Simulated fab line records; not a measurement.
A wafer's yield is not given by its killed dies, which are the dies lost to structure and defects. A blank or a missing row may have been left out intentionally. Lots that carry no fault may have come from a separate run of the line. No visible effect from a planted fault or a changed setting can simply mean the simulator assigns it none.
Which tool is to blame?	flow rit cmos	6 lots, 18 wafers sampled, at 4 steps of a route of 202

WHAT EACH GAUGE READ, for each wafer
RIT_SDANNEAL_RS_MEAS_04: uses a four-point probe to measure.
lot	measured	on	PSD_RS (ohm/sq)
L855	day 3 08:43	film metro-03	116.0 115.9 115.9
L857	day 3 20:53	film metro-01	115.6 115.4 115.2
L859	day 4 02:05	film metro-03	116.1 115.9 116.3
L861	day 4 17:44	film metro-01	115.4 115.2 115.1
L863	day 5 01:22	film metro-03	116.0 116.0 115.8
L869	day 6 06:47	film metro-04	166.1 165.8 165.8

WHAT TOOL EACH LOT RAN ON (gives the tool, then ch and the chambers of the sampled wafers, and finally the start)
lot	RIT_ACTIVE_ETCH_13	RIT_ACTIVE_STRIP_14	RIT_SDANNEAL_RTA_03
L855	rie diel-03 ch 0,3, day 1 21:14	plasma asher-03 ch 0,1, day 1 21:22	rtp anneal-01 ch 0, day 3 08:39
L857	rie diel-04 ch 1,2,3, day 2 05:50	plasma asher-04 ch 0,1, day 2 05:58	rtp anneal-01 ch 0, day 3 20:49
L859	rie diel-03 ch 0,3, day 2 15:50	plasma asher-04 ch 0,1, day 2 16:02	rtp anneal-01 ch 0, day 4 02:00
L861	rie diel-03 ch 0,3, day 3 01:43	plasma asher-04 ch 0,1, day 3 01:50	rtp anneal-01 ch 0, day 4 17:41
L863	rie diel-04 ch 1,2,3, day 3 11:58	plasma asher-04 ch 0,1, day 3 12:06	rtp anneal-01 ch 0, day 5 01:19
L869	rie diel-03 ch 2,3, day 4 17:49	plasma asher-04 ch 0,1, day 4 17:56	rtp anneal-01 ch 0, day 6 06:44
- RIT_ACTIVE_ETCH_13: etches Si3N4 in SF6, stops on SiO2, time 210 s, target depth 210 nm.
- RIT_ACTIVE_STRIP_14: strips in O2, time 180 s.
- RIT_SDANNEAL_RTA_03: time 5 s.

THE ANSWER, worked out from the rows above alone
Rule: what is usual is taken from the lots themselves. Put in order of their means at a reading, lots are off if they are a third of the lots or fewer, leave a main group of 4 or more, and stand apart from it by a gap of 3 or more times the standard deviation of the main group's means; of several such gaps the widest counts. A main group whose means are all the same, to the digits that the tables above print for the reading, isn't used. Also off: a lot with no number at a reading for which 4 or more lots have one. Any other lot the step has rows for is counted as sound.
Off: L869, at RIT_SDANNEAL_RS_MEAS_04 (PSD_RS). For the main group the mean is 115.7 ohm/sq and the standard deviation 0.34.
If a tool, at a process step before that reading, ran all the lots that are off and no sound lot after the first of them, it fits. Gauges at RIT_SDANNEAL_RS_MEAS_04: tried the same way as those tools. Can't be told from this: 4 tools fit, rie diel-03 at RIT_ACTIVE_ETCH_13, plasma asher-04 at RIT_ACTIVE_STRIP_14, rtp anneal-01 at RIT_SDANNEAL_RTA_03, film metro-04 at RIT_SDANNEAL_RS_MEAS_04.

WHAT HAD BEEN PUT IN BY THE SIMULATOR
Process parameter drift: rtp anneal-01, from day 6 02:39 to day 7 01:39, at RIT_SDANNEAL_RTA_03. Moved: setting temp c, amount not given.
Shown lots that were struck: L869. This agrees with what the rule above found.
